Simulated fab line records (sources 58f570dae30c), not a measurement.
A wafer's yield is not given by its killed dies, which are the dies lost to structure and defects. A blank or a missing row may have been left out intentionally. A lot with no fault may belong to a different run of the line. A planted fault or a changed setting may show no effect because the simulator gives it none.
fab line records	flow berkeleyCmos170	part 1 of 2: steps 1 to 27 of 39
record lots=5	wafers=15	lastDay=13
route steps=331 shown SILICIDE@212 CONTACT@216 M1@238
lots untouched by any fault: they come from a run of this same line in which no faults occurred
startH: hours from the record's first day to the start of the lot's first wafer shown	waitH: hours from the lot's prior step to this one	" same as the row above	L1.1+2: one row covering several wafers at once	- no value, or no start was given	* or withheld: withheld	< > ~ a bound
route shown NAME@n: NAME is a module with steps in the file, n the number in the route of the first one	usual: mean/standard deviation taken from wafers without a fault	same: alike in all rows	chamber/n: place in a boat	sites: each site's reading	_std_site: how widely they spread, as a standard deviation	_edge_site: inner sites' mean taken away from outer sites' mean	radiusMm: for every site, how far away it sits from the centre of the wafer	mask NAME#n: copy n	behind: tool/chamber where the wafer was last shaped	hold: reason for holding the lot/hours on hold/outcome of the hold	device: transistor that didn't switch, given as n, p or np	end of line: tests of these same wafers at the route's end	for a step that has no rows: nothing shown but its recipe	killed: at the first sort, the dies lost to defects and structure; wafer yield is something else	map: shows each die of a wafer: x if killed, . if not, _ if none is there
set.NAME: the setting that was run; set.NAME@STEP: the one run at that earlier step	model.NAME: the simulator's own value behind a step, which no gauge read
certain route steps with their lots: each step a table, each wafer a row
services: a tool's chamber out of use, with start hour (startH, from the record's first day; less than 0 if before it), hours out, and reason
## steps
# step UCB170_SILICIDE_RS_MEAS_02
# recipe thkMeasGauge=four-point-probe	reads=Ti_of_SILICIDE_SPUTTER_01
# usual SILICIDE_TI_RS=26.2/0.36
lot.wafer	tool	chamber	startH	waitH	SILICIDE_TI_RS[ohm/sq]
L074.1	filmMetro-01	-	174.71	0.0	26.7
L074.3	"	-	"	"	26.4
L074.4	"	-	"	"	27.1
L082.2	filmMetro-04	-	213.54	0.0	25.7
L082.4	"	-	"	"	25.7
L082.5	"	-	"	"	25.5
L089.2	filmMetro-03	-	244.11	0.0	26.3
L089.4	"	-	"	"	26.6
L089.6	"	-	"	"	26.1
L091.3	filmMetro-01	-	250.16	0.1	26.1
L091.5	"	-	"	"	26.0
L091.6	"	-	"	"	25.6
L096.2	filmMetro-01	-	281.14	0.0	26.2
L096.3	"	-	"	"	26.3
L096.5	"	-	"	"	25.9
# step UCB170_SILICIDE_THK_MEAS_03
# recipe thkMeasGauge=xrf	reads=Ti_of_SILICIDE_SPUTTER_01
# usual SILICIDE_TI_THK=29.6/0.37
lot.wafer	tool	chamber	startH	waitH	SILICIDE_TI_THK[nm]
L074.1	filmMetro-01	-	174.83	0.1	29.1
L074.3	"	-	"	"	29.4
L074.4	"	-	"	"	28.6
L082.2	filmMetro-04	-	213.65	0.1	30.2
L082.4	"	-	"	"	30.0
L082.5	"	-	"	"	30.3
L089.2	filmMetro-03	-	244.22	0.1	29.5
L089.4	"	-	"	"	29.2
L089.6	"	-	"	"	29.7
L091.3	filmMetro-01	-	250.26	0.1	29.9
L091.5	"	-	"	"	29.9
L091.6	"	-	"	"	30.3
L096.2	filmMetro-01	-	281.25	0.1	29.6
L096.3	"	-	"	"	29.5
L096.5	"	-	"	"	29.8
# step UCB170_SILICIDE_RTA_04
# recipe tempC=650	timeS=15	ambient=N2
# usual lampPowerPct=9.45/0.13	wafer_temp_C_max=653.0/0.76
lot.wafer	tool	chamber	startH	waitH	lampPowerPct	wafer_temp_C_max
L074.1	rtpAnneal-01	0	174.89	0.1	9.31	652.7
L074.3	"	0	"	"	9.33	654.1
L074.4	"	0	"	"	9.34	653.0
L082.2	rtpAnneal-02	0	213.71	0.1	9.58	652.4
L082.4	"	0	"	"	9.58	652.5
L082.5	"	0	"	"	9.58	652.7
L089.2	rtpAnneal-02	0	244.28	0.1	9.58	652.1
L089.4	"	0	"	"	9.58	652.8
L089.6	"	0	"	"	9.58	652.6
L091.3	rtpAnneal-01	0	250.33	0.1	9.33	653.9
L091.5	"	0	"	"	9.32	654.4
L091.6	"	0	"	"	9.32	652.9
L096.2	rtpAnneal-02	0	281.31	0.1	9.57	652.0
L096.3	"	0	"	"	9.57	652.2
L096.5	"	0	"	"	9.58	652.7
# step UCB170_SILICIDE_WET_ETCH_05
# recipe chemistry=SPM	timeS=45	tempC=120	target=Ti
# usual bathGuardTempC=120.32/0.29
lot.wafer	tool	chamber	startH	waitH	bathGuardTempC
L074.1	wetBench-01	0	174.97	0.1	120.43
L074.3	"	0	"	"	120.66
L074.4	"	0	"	"	120.33
L082.2	wetBench-01	1	213.77	0.1	120.35
L082.4	"	1	"	"	120.55
L082.5	"	1	"	"	120.62
L089.2	wetBench-02	2	244.41	0.1	120.11
L089.4	"	2	"	"	120.69
L089.6	"	2	"	"	120.12
L091.3	wetBench-02	2	250.38	0.0	120.13
L091.5	"	2	"	"	120.28
L091.6	"	2	"	"	120.11
L096.2	wetBench-03	3	281.51	0.2	120.38
L096.3	"	3	"	"	120.50
L096.5	"	3	"	"	120.48
# step UCB170_CONTACT_CLEAN_00
# recipe chemistry=SPM	tempC=120	timeS=600
# usual bathGuardTempC=120.3/0.4
lot.wafer	tool	chamber	startH	waitH	bathGuardTempC
L074.1	wetBench-03	0	174.99	0.0	120.0
L074.3	"	0	"	"	120.2
L074.4	"	0	"	"	120.4
L082.2	wetBench-03	0	213.80	0.0	120.0
L082.4	"	0	"	"	119.8
L082.5	"	0	"	"	120.2
L089.2	wetBench-03	0	244.65	0.2	120.2
L089.4	"	0	"	"	120.0
L089.6	"	0	"	"	120.3
L091.3	wetBench-03	0	250.40	0.0	120.6
L091.5	"	0	"	"	120.4
L091.6	"	0	"	"	120.4
L096.2	wetBench-03	3	281.53	0.0	120.6
L096.3	"	3	"	"	120.4
L096.5	"	3	"	"	120.6
# step UCB170_CONTACT_CVD_01
# recipe material=PSG	targetThkNm=700	tempC=450	precursor=SiH4/O2/PH3	timeS=2820	pressureMtorr=300	sih4FlowSccm=60	o2FlowSccm=90	ph3FlowSccm=25
# usual o2FlowSccm=89.97/0.26
lot.wafer	tool	chamber	startH	waitH	o2FlowSccm
L074.1	lpcvd-02	1	175.17	0.0	89.99
L074.3	"	1	"	"	90.13
L074.4	"	1	"	"	90.12
L082.2	lpcvd-02	0	213.99	0.0	90.00
L082.4	"	0	"	"	89.96
L082.5	"	0	"	"	89.79
L089.2	lpcvd-01	1	246.24	1.4	90.21
L089.4	"	1	"	"	90.55
L089.6	"	1	"	"	90.09
L091.3	lpcvd-02	1	251.14	0.5	90.52
L091.5	"	1	"	"	90.29
L091.6	"	1	"	"	90.51
L096.2	lpcvd-01	1	281.70	0.0	89.32
L096.3	"	1	"	"	89.85
L096.5	"	1	"	"	89.92
# step UCB170_CONTACT_THK_MEAS_02
# recipe reads=PSG_of_CONTACT_CVD_01
# usual CONTACT_PSG_THK=700/5.3
lot.wafer	tool	chamber	startH	waitH	CONTACT_PSG_THK[nm]
L074.1	filmMetro-03	-	176.95	0.0	704
L074.3	"	-	"	"	705
L074.4	"	-	"	"	705
L082.2	filmMetro-01	-	215.79	0.0	695
L082.4	"	-	"	"	699
L082.5	"	-	"	"	695
L089.2	filmMetro-01	-	248.06	0.0	707
L089.4	"	-	"	"	707
L089.6	"	-	"	"	707
L091.3	filmMetro-01	-	252.94	0.0	701
L091.5	"	-	"	"	700
L091.6	"	-	"	"	698
L096.2	filmMetro-01	-	284.39	0.0	698
L096.3	"	-	"	"	698
L096.5	"	-	"	"	698
# step UCB170_CONTACT_HMDS_03
# recipe primeTimeS=60	primeTempC=100
lot.wafer	tool	chamber	startH	waitH
L074.1+3+4	lithoTrack-04	0	177.01	0.1
L082.2+4+5	lithoTrack-04	0	215.86	0.1
L089.2+4+6	lithoTrack-02	0	248.34	0.3
L091.3+5+6	lithoTrack-03	0	253.03	0.1
L096.2+3+5	lithoTrack-03	0	284.46	0.1
# step UCB170_CONTACT_COAT_04
# recipe resist=KrF	spinRpm=1500	resistThkNm=900
lot.wafer	tool	chamber	startH	waitH
L074.1+3+4	lithoTrack-04	0	177.16	0.1
L082.2+4+5	lithoTrack-04	0	216.01	0.1
L089.2+4+6	lithoTrack-02	0	248.49	0.1
L091.3+5+6	lithoTrack-03	0	253.18	0.1
L096.2+3+5	lithoTrack-03	0	284.61	0.1
# step UCB170_CONTACT_SOFTBAKE_05
# recipe resist=KrF	tempC=130	timeS=60
lot.wafer	tool	chamber	startH	waitH
L074.1+3+4	lithoTrack-04	0	177.31	0.1
L082.2+4+5	lithoTrack-04	0	216.16	0.1
L089.2+4+6	lithoTrack-02	0	248.64	0.1
L091.3+5+6	lithoTrack-03	0	253.33	0.1
L096.2+3+5	lithoTrack-03	0	284.76	0.1
# step UCB170_CONTACT_STRIP_06
# recipe chemistry=O2	powerW=400	pressureMtorr=3500	platenTempC=withheld	o2FlowSccm=400	overashFraction=0.5
# usual drypumpMotorCurrentA=6.32/0.22	o2FlowSccm=400.0/1.2	oesProductAu=0.734/0.0044	stripTimeToEndpointS=21.95/0.066
# same overashFraction=0.5
lot.wafer	tool	chamber	startH	waitH	drypumpMotorCurrentA	o2FlowSccm	oesProductAu	rfHoursCounterH	stripTimeToEndpointS
L074.1	plasmaAsher-02	0	177.46	0.1	6.38	399.5	0.743	41	22.11
L074.3	"	0	"	"	6.38	399.4	0.740	-	22.10
L074.4	"	1	"	"	6.59	398.2	0.736	-	22.09
L082.2	plasmaAsher-03	1	216.29	0.1	5.75	401.9	0.737	10	21.98
L082.4	"	0	"	"	6.43	399.8	0.743	-	22.00
L082.5	"	0	"	"	6.42	398.0	0.725	-	22.04
L089.2	plasmaAsher-02	1	248.76	0.1	6.55	399.4	0.743	49	21.88
L089.4	"	0	"	"	6.37	398.2	0.734	-	21.88
L089.6	"	0	"	"	6.38	398.3	0.729	-	21.88
L091.3	plasmaAsher-01	0	253.46	0.1	6.21	400.0	0.727	-	21.91
L091.5	"	1	"	"	6.30	400.1	0.736	-	21.90
L091.6	"	0	"	"	6.19	398.4	0.734	-	21.96
L096.2	plasmaAsher-02	1	284.89	0.1	6.56	399.1	0.735	53	22.00
L096.3	"	0	"	"	6.38	401.8	0.740	-	22.01
L096.5	"	0	"	"	6.37	401.9	0.732	-	21.91
# step UCB170_CONTACT_CLEAN_07
# recipe chemistry=SPM	tempC=120	timeS=600
# usual bathGuardTempC=120.31/0.26
lot.wafer	tool	chamber	startH	waitH	bathGuardTempC
L074.1	wetBench-03	2	177.56	0.1	120.01
L074.3	"	2	"	"	120.01
L074.4	"	2	"	"	120.34
L082.2	wetBench-03	3	216.51	0.2	120.31
L082.4	"	3	"	"	120.60
L082.5	"	3	"	"	120.56
L089.2	wetBench-03	3	248.86	0.1	120.69
L089.4	"	3	"	"	120.34
L089.6	"	3	"	"	120.33
L091.3	wetBench-03	2	253.53	0.0	120.29
L091.5	"	2	"	"	120.22
L091.6	"	2	"	"	120.20
L096.2	wetBench-03	3	284.99	0.1	120.43
L096.3	"	3	"	"	120.85
L096.5	"	3	"	"	120.50
# step UCB170_CONTACT_RTA_08
# recipe tempC=900	timeS=10	ambient=N2
# usual lampPowerPct=22.08/0.3	wafer_temp_C_max=904.3/1.3
lot.wafer	tool	chamber	startH	waitH	lampPowerPct	wafer_temp_C_max
L074.1	rtpAnneal-02	0	177.74	0.0	22.34	904.8
L074.3	"	0	"	"	22.38	903.0
L074.4	"	0	"	"	22.36	903.2
L082.2	rtpAnneal-02	0	216.69	0.0	22.35	903.4
L082.4	"	0	"	"	22.35	903.6
L082.5	"	0	"	"	22.33	903.7
L089.2	rtpAnneal-02	0	249.05	0.0	22.34	902.5
L089.4	"	0	"	"	22.39	902.5
L089.6	"	0	"	"	22.38	902.2
L091.3	rtpAnneal-01	0	253.73	0.0	21.72	907.1
L091.5	"	0	"	"	21.75	905.2
L091.6	"	0	"	"	21.80	907.9
L096.2	rtpAnneal-01	0	285.17	0.0	21.78	907.0
L096.3	"	0	"	"	21.75	906.8
L096.5	"	0	"	"	21.73	905.4
# step UCB170_CONTACT_COAT_09
# recipe resist=BARC	tempC=withheld	timeS=withheld	spinRpm=3000	resistThkNm=withheld
lot.wafer	tool	chamber	startH	waitH
L074.1+3+4	lithoTrack-03	0	177.80	0.1
L082.2+4+5	lithoTrack-02	0	216.77	0.1
L089.2+4+6	lithoTrack-04	0	249.15	0.1
L091.3+5+6	lithoTrack-02	0	253.82	0.1
L096.2+3+5	lithoTrack-04	0	285.25	0.1
# step UCB170_CONTACT_COAT_10
# recipe resist=KrF	spinRpm=1500	resistThkNm=900
lot.wafer	tool	chamber	startH	waitH
L074.1+3+4	lithoTrack-03	0	-	-
L082.2+4+5	lithoTrack-02	0	-	-
L089.2+4+6	lithoTrack-04	0	-	-
L091.3+5+6	lithoTrack-02	0	-	-
L096.2+3+5	lithoTrack-04	0	-	-
# step UCB170_CONTACT_SOFTBAKE_11
# recipe resist=KrF	tempC=130	timeS=60
lot.wafer	tool	chamber	startH	waitH
L074.1+3+4	lithoTrack-03	0	-	-
L082.2+4+5	lithoTrack-02	0	-	-
L089.2+4+6	lithoTrack-04	0	-	-
L091.3+5+6	lithoTrack-02	0	-	-
L096.2+3+5	lithoTrack-04	0	-	-
# step UCB170_CONTACT_EXPOSE_12
# recipe maskId=CONT	targetCdNm=700	na=0.5	sigmaOuter=0.6	sourceShape=conventional	doseMj=35
lot.wafer	tool	chamber	startH	waitH	mask
L074.1+3+4	krfScanner-02	0	178.38	-	CONT#0
L082.2+4+5	krfScanner-01	0	217.46	-	CONT#0
L089.2+4+6	krfScanner-02	0	249.75	-	CONT#0
L091.3+5+6	krfScanner-02	0	254.26	-	CONT#0
L096.2+3+5	krfScanner-02	0	285.82	-	CONT#0
# step UCB170_CONTACT_PEB_13
# recipe pebTempC=130	pebTimeS=withheld	resist=KrF
lot.wafer	tool	chamber	startH	waitH
L074.1+3+4	lithoTrack-04	0	178.49	0.1
L082.2+4+5	lithoTrack-03	0	217.58	0.1
L089.2+4+6	lithoTrack-03	0	249.87	0.1
L091.3+5+6	lithoTrack-04	0	254.43	0.1
L096.2+3+5	lithoTrack-02	0	285.94	0.1
# step UCB170_CONTACT_DEVELOP_14
# recipe developer=TMAH	developTimeS=45	resist=KrF	devTempC=21
lot.wafer	tool	chamber	startH	waitH
L074.1+3+4	lithoTrack-04	0	-	-
L082.2+4+5	lithoTrack-03	0	-	-
L089.2+4+6	lithoTrack-03	0	-	-
L091.3+5+6	lithoTrack-04	0	-	-
L096.2+3+5	lithoTrack-02	0	-	-
# step UCB170_CONTACT_CD_MEAS_15
# recipe targetCdNm=700
# usual cdNm=700.4/1.4
lot.wafer	tool	chamber	startH	waitH	cdNm
L074.1	cdSem-01	-	178.77	-	702.1
L074.3	"	-	"	"	702.1
L074.4	"	-	"	"	701.7
L082.2	cdSem-02	-	217.85	-	700.3
L082.4	"	-	"	"	702.3
L082.5	"	-	"	"	700.8
L089.2	cdSem-01	-	250.15	-	700.2
L089.4	"	-	"	"	699.6
L089.6	"	-	"	"	701.2
L091.3	cdSem-01	-	254.70	-	701.6
L091.5	"	-	"	"	700.3
L091.6	"	-	"	"	701.6
L096.2	cdSem-02	-	286.21	-	700.4
L096.3	"	-	"	"	701.0
L096.5	"	-	"	"	701.2
# step UCB170_CONTACT_OVL_MEAS_16
# usual CONTACT_OVL=-2/5.8
lot.wafer	tool	chamber	startH	waitH	CONTACT_OVL[nm]
L074.1	overlay-01	-	178.89	0.1	-5
L074.3	"	-	"	"	-5
L074.4	"	-	"	"	-6
L082.2	overlay-02	-	217.96	0.1	-5
L082.4	"	-	"	"	2
L082.5	"	-	"	"	-7
L089.2	overlay-01	-	250.25	0.1	10
L089.4	"	-	"	"	4
L089.6	"	-	"	"	5
L091.3	overlay-02	-	254.79	0.1	0
L091.5	"	-	"	"	-5
L091.6	"	-	"	"	-8
L096.2	overlay-01	-	286.32	0.1	-5
L096.3	"	-	"	"	-7
L096.5	"	-	"	"	-1
# step UCB170_CONTACT_ETCH_17
# recipe chemistry=N2/H2	targetDepthA=withheld	overetchA=withheld	target=BARC	timeS=withheld	sourceW=500	biasW=100	pressureMtorr=30	n2FlowSccm=100	h2FlowSccm=200
# usual drypumpMotorCurrentA=5.7/0.41	oesProductAu=0.991/0.027	throttleValvePct=13.41/0.13
lot.wafer	tool	chamber	startH	waitH	drypumpMotorCurrentA	oesProductAu	throttleValvePct
L074.1	rieDiel-02	1	178.93	0.0	5.3	0.969	13.34
L074.3	"	3	"	"	5.6	0.973	13.59
L074.4	"	0	"	"	6.4	1.047	13.43
L082.2	rieDiel-02	0	217.99	0.0	6.4	1.036	13.42
L082.4	"	3	"	"	5.6	0.992	13.58
L082.5	"	2	"	"	5.4	0.981	13.34
L089.2	rieDiel-03	2	250.28	0.0	5.1	0.995	13.27
L089.4	"	0	"	"	5.8	0.982	13.55
L089.6	"	0	"	"	5.8	0.962	13.57
L091.3	rieDiel-03	3	254.81	0.0	5.8	1.020	13.28
L091.5	"	3	"	"	5.9	1.021	13.26
L091.6	"	1	"	"	6.1	1.013	13.62
L096.2	rieDiel-02	2	286.35	0.0	5.4	0.986	13.32
L096.3	"	0	"	"	6.4	1.041	13.43
L096.5	"	1	"	"	5.3	0.954	13.33
# step UCB170_CONTACT_ETCH_18
# recipe chemistry=CHF3/CF4/Ar	target=PSG	stopOn=TiSi2	CHF3_flow_sccm=45	cf4FlowSccm=15	Ar_flow_sccm=150	pressureMtorr=200	rfW=700	targetDepthA=8400	overEtchFrac=0.2	timeS=195
# usual cf4FlowSccm=15.00/0.043	drypumpMotorCurrentA=5.7/0.41	oesProductAu=0.891/0.014	throttleValvePct=6.96/0.086
lot.wafer	tool	chamber	startH	waitH	cf4FlowSccm	drypumpMotorCurrentA	oesProductAu	rfHoursCounterH	throttleValvePct
L074.1	rieDiel-02	1	-	-	14.96	5.3	0.887	10	6.96
L074.3	"	3	"	"	15.07	5.6	0.893	7	7.00
L074.4	"	0	"	"	14.96	6.4	0.914	51	6.90
L082.2	rieDiel-02	0	-	-	14.99	6.4	0.917	53	6.91
L082.4	"	3	"	"	15.00	5.6	0.901	9	7.00
L082.5	"	2	"	"	14.94	5.4	0.885	-	7.08
L089.2	rieDiel-03	2	-	-	14.96	5.1	0.873	0	6.99
L089.4	"	0	"	"	15.07	5.8	0.889	127	6.99
L089.6	"	0	"	"	15.05	5.8	0.894	-	6.99
L091.3	rieDiel-03	3	-	-	15.03	5.9	0.902	139	6.85
L091.5	"	3	"	"	15.03	5.9	0.906	-	6.82
L091.6	"	1	"	"	14.99	6.1	0.866	-	7.08
L096.2	rieDiel-02	2	-	-	14.96	5.4	0.897	6	7.06
L096.3	"	0	"	"	15.03	6.4	0.917	57	6.88
L096.5	"	1	"	"	14.97	5.3	0.891	-	6.96
# step UCB170_CONTACT_STRIP_19
# recipe chemistry=O2	powerW=400	pressureMtorr=3500	platenTempC=withheld	o2FlowSccm=400	overashFraction=0.5
# usual drypumpMotorCurrentA=6.26/0.27	o2FlowSccm=400.0/1	oesProductAu=0.726/0.0049
# same overashFraction=0.5
lot.wafer	tool	chamber	startH	waitH	drypumpMotorCurrentA	o2FlowSccm	oesProductAu	rfHoursCounterH
L074.1	plasmaAsher-01	1	179.09	-	6.35	399.6	0.718	41
L074.3	"	1	"	"	6.38	399.5	0.727	-
L074.4	"	0	"	"	6.21	400.1	0.727	-
L082.2	plasmaAsher-01	1	218.16	-	6.38	399.0	0.722	45
L082.4	"	1	"	"	6.39	400.1	0.714	-
L082.5	"	1	"	"	6.37	399.7	0.733	-
L089.2	plasmaAsher-01	1	250.45	-	6.38	399.6	0.727	50
L089.4	"	0	"	"	6.20	400.7	0.729	-
L089.6	"	0	"	"	6.19	401.0	0.731	-
L091.3	plasmaAsher-01	0	255.01	-	6.23	401.5	0.718	-
L091.5	"	1	"	"	6.34	398.5	0.728	-
L091.6	"	0	"	"	6.18	400.0	0.722	-
L096.2	plasmaAsher-03	0	286.52	-	6.43	400.1	0.728	18
L096.3	"	0	"	"	6.43	399.4	0.731	-
L096.5	"	1	"	"	5.75	401.6	0.719	-
# step UCB170_CONTACT_CD_MEAS_90
# recipe targetCdNm=700
# usual cdNm=700.2/1.6
lot.wafer	tool	chamber	startH	waitH	cdNm
L074.1	cdSem-02	-	179.19	0.1	701.6
L074.3	"	-	"	"	702.2
L074.4	"	-	"	"	702.6
L082.2	cdSem-01	-	218.28	0.1	700.8
L082.4	"	-	"	"	702.3
L082.5	"	-	"	"	700.5
L089.2	cdSem-01	-	250.78	0.3	701.0
L089.4	"	-	"	"	697.9
L089.6	"	-	"	"	700.2
L091.3	cdSem-02	-	255.12	0.1	702.2
L091.5	"	-	"	"	700.1
L091.6	"	-	"	"	701.5
L096.2	cdSem-02	-	286.64	0.1	699.6
L096.3	"	-	"	"	700.4
L096.5	"	-	"	"	699.6
# step UCB170_CONTACT_CLEAN_20
# recipe chemistry=SPM	tempC=120	timeS=600
# usual bathGuardTempC=120.4/0.46
lot.wafer	tool	chamber	startH	waitH	bathGuardTempC
L074.1	wetBench-03	0	179.31	0.1	120.1
L074.3	"	0	"	"	120.5
L074.4	"	0	"	"	120.2
L082.2	wetBench-03	3	218.43	0.1	120.2
L082.4	"	3	"	"	120.3
L082.5	"	3	"	"	120.5
L089.2	wetBench-03	3	250.88	0.1	120.6
L089.4	"	3	"	"	120.6
L089.6	"	3	"	"	120.3
L091.3	wetBench-03	1	255.32	0.2	120.8
L091.5	"	1	"	"	120.3
L091.6	"	1	"	"	120.6
L096.2	wetBench-02	3	286.74	0.1	120.9
L096.3	"	3	"	"	121.3
L096.5	"	3	"	"	120.9
# step UCB170_M1_SPUTTER_00
# recipe material=Al	targetThkNm=600	timeS=80	powerW=6000	chamberPressurePa=0.5
# usual cathodeDcPowerW=5999.9/1.1	throttleValvePct=30.2/1.5
lot.wafer	tool	chamber	startH	waitH	cathodeDcPowerW	throttleValvePct
L074.1	pvdSputter-01	-	179.49	0.0	5999.8	30.4
L074.3	"	-	"	"	6000.4	30.1
L074.4	"	-	"	"	6000.5	31.2
L082.2	pvdSputter-04	-	218.61	0.0	5999.7	29.6
L082.4	"	-	"	"	5998.6	27.5
L082.5	"	-	"	"	5997.0	29.8
L089.2	pvdSputter-04	-	251.07	0.0	5999.3	28.0
L089.4	"	-	"	"	6001.7	31.3
L089.6	"	-	"	"	6000.9	29.9
L091.3	pvdSputter-02	-	255.50	0.0	5999.5	30.0
L091.5	"	-	"	"	6000.4	32.6
L091.6	"	-	"	"	6000.3	29.9
L096.2	pvdSputter-02	-	286.95	0.0	6001.1	29.9
L096.3	"	-	"	"	6002.7	30.0
L096.5	"	-	"	"	5998.2	32.7
